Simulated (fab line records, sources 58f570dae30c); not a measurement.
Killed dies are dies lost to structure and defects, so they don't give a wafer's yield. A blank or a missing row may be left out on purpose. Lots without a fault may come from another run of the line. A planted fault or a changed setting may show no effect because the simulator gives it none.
A struck lot beside a sound one | flow berkeley_cmos170 | 44 steps out of a route of 331
Sound: wafers L528.2, L528.3, L528.6. Struck: wafers L518.1, L518.2, L518.5. The cause comes at the end.
At each step with rows: each side's tool, then ch and its chambers, then its first start. Under that, the readings that differ: sound wafers | struck wafers | difference of the means | sigmas: that difference in standard deviations of wafers without a fault.
alike: readings whose means differ by less than 2 such deviations, and words and numbers that are the same on both sides. not compared: withheld readings, readings that some wafer has no value for, bounds like >300 that may hide the same value, and numbers for which the record gives no deviation and whose values overlap.
The two part at a step that has a row with sigmas, a row that says differs or no value, or rows on one side only. Numbers that don't overlap but have no deviation are shown without sigmas and don't part them. A reading that every wafer of one side lacks parts them only if that side has two wafers or more.

UCB170_GATE_STRIP_16: strips in O2.
  sound on plasma_asher-04 ch 0,1, day 9 07:52; struck on plasma_asher-04 ch 0,1, day 7 10:38
  alike: drypump_motor_current_A, oes_product_au
  not compared: rf_hours_counter_h
UCB170_GATE_CD_MEAS_90: target cd 350 nm.
  sound on cd_sem-02, day 9 07:59; struck on cd_sem-02, day 7 10:44
  alike: cd_nm
then, 7 steps without rows for these wafers: UCB170_GATE_CLEAN_17 (cleans in SPM, time 600 s); UCB170_PLDD_HMDS_00 (prime time 60 s); UCB170_PLDD_COAT_01 (resist thk 900 nm); UCB170_PLDD_SOFTBAKE_02 (time 60 s); UCB170_PLDD_EXPOSE_03 (exposes mask PSELECT, target cd 1200 nm); UCB170_PLDD_PEB_04; UCB170_PLDD_DEVELOP_05 (develop time 45 s).
UCB170_PLDD_CD_MEAS_06: target cd 1200 nm.
  sound on cd_sem-02, day 9 11:22; struck on cd_sem-02, day 7 13:34
  alike: cd_nm
UCB170_PLDD_OVL_MEAS_07:
  sound on overlay-02, day 9 11:28; struck on overlay-02, day 7 13:41
  alike: PLDD_OVL
then, 1 step without rows for these wafers: UCB170_PLDD_IMPLANT_08.
UCB170_PLDD_IMPLANT_09:
  sound on implanter-02 ch 0, day 9 11:40; struck on implanter-01 ch 0, day 7 14:11
UCB170_PLDD_STRIP_10: strips in O2.
  sound on plasma_asher-02 ch 0,1, day 9 11:48; struck on plasma_asher-01 ch 0,1, day 7 14:20
  reading                     | sound       | struck      | difference | sigmas
  drypump_motor_current_A (A) | 5.3 5.4 5.8 | 6.5 5.9 6.4 | +0.8       | +2
  alike: oes_product_au, strip_time_to_endpoint_s
  not compared: rf_hours_counter_h
UCB170_PLDD_TW_MEAS_11:
  sound on film_metro-01, day 9 11:55; struck on film_metro-02, day 7 14:40
  reading | sound       | struck         | difference | sigmas
  PLDD_TW | 986 993 989 | 1150 1154 1150 | +162       | +15
then, 7 steps without rows for these wafers: UCB170_PLDD_CLEAN_12 (cleans in SPM, time 600 s); UCB170_NLDD_HMDS_00 (prime time 60 s); UCB170_NLDD_COAT_01 (resist thk 900 nm); UCB170_NLDD_SOFTBAKE_02 (time 60 s); UCB170_NLDD_EXPOSE_03 (exposes mask NSELECT, target cd 1200 nm); UCB170_NLDD_PEB_04; UCB170_NLDD_DEVELOP_05 (develop time 45 s).
UCB170_NLDD_CD_MEAS_06: target cd 1200 nm.
  sound on cd_sem-02, day 9 13:40; struck on cd_sem-02, day 7 23:35
  alike: cd_nm
UCB170_NLDD_OVL_MEAS_07:
  sound on overlay-01, day 9 13:47; struck on overlay-02, day 7 23:43
  alike: NLDD_OVL
then, 2 steps without rows for these wafers: UCB170_NLDD_IMPLANT_08; UCB170_NLDD_IMPLANT_09.
UCB170_NLDD_STRIP_10: strips in O2.
  sound on plasma_asher-03 ch 0,1, day 9 14:07; struck on plasma_asher-03 ch 0,1, day 8 00:02
  alike: drypump_motor_current_A, oes_product_au, strip_time_to_endpoint_s
  not compared: rf_hours_counter_h
UCB170_NLDD_TW_MEAS_11:
  sound on film_metro-01, day 9 14:13; struck on film_metro-01, day 8 00:08
  alike: NLDD_TW
then, 1 step without rows for these wafers: UCB170_NLDD_CLEAN_12 (cleans in SPM, time 600 s).
UCB170_SPACER_CVD_00: deposits SiO2 from TEOS/O2, target thk 376 nm, time 47 s.
  sound on pecvd-04 ch 0,1,2, day 9 14:26; struck on pecvd-01 ch 0,2, day 8 00:23
  alike: heater_power_w
UCB170_SPACER_THK_MEAS_01:
  sound on film_metro-02, day 9 14:30; struck on film_metro-03, day 8 00:28
  alike: SPACER_TEOS_THK
then, 1 step without rows for these wafers: UCB170_SPACER_ANNEAL_02 (time 1800 s).
UCB170_SPACER_ETCHBACK_03: etches SiO2 in CHF3/CF4/Ar, stops on Si, target depth 376 nm, time 100 s.
  sound on rie_diel-04 ch 0,1,2, day 9 19:46; struck on rie_diel-03 ch 0,3, day 8 03:09
  alike: drypump_motor_current_A, oes_product_au, throttle_valve_pct
  not compared: rf_hours_counter_h
then, 6 steps without rows for these wafers: UCB170_PSD_HMDS_00 (prime time 60 s); UCB170_PSD_COAT_01 (resist thk 900 nm); UCB170_PSD_SOFTBAKE_02 (time 60 s); UCB170_PSD_EXPOSE_03 (exposes mask PSELECT MOD, target cd 1200 nm); UCB170_PSD_PEB_04; UCB170_PSD_DEVELOP_05 (develop time 45 s).
UCB170_PSD_CD_MEAS_06: target cd 1200 nm.
  sound on cd_sem-02, day 9 21:14; struck on cd_sem-01, day 8 05:00
  alike: cd_nm
UCB170_PSD_OVL_MEAS_07:
  sound on overlay-02, day 9 21:20; struck on overlay-01, day 8 05:07
  alike: PSD_OVL
then, 1 step without rows for these wafers: UCB170_PSD_IMPLANT_08.
UCB170_SDANNEAL_RS_MEAS_04: measures by four-point-probe.
  sound on film_metro-04, day 10 01:19; struck on film_metro-04, day 8 11:38
  reading          | sound          | struck      | difference | sigmas
  PLDD_RS (ohm/sq) | 1032 1034 1033 | 754 753 753 | -280       | -90
UCB170_M3_PROBE_99:
  the record has rows for the sound wafers here (prober-02, day 11 01:07) and none for the struck ones

WHERE THEY PART
First at UCB170_PLDD_STRIP_10; last, within this record, at UCB170_M3_PROBE_99.

WHY: what the simulator had put in
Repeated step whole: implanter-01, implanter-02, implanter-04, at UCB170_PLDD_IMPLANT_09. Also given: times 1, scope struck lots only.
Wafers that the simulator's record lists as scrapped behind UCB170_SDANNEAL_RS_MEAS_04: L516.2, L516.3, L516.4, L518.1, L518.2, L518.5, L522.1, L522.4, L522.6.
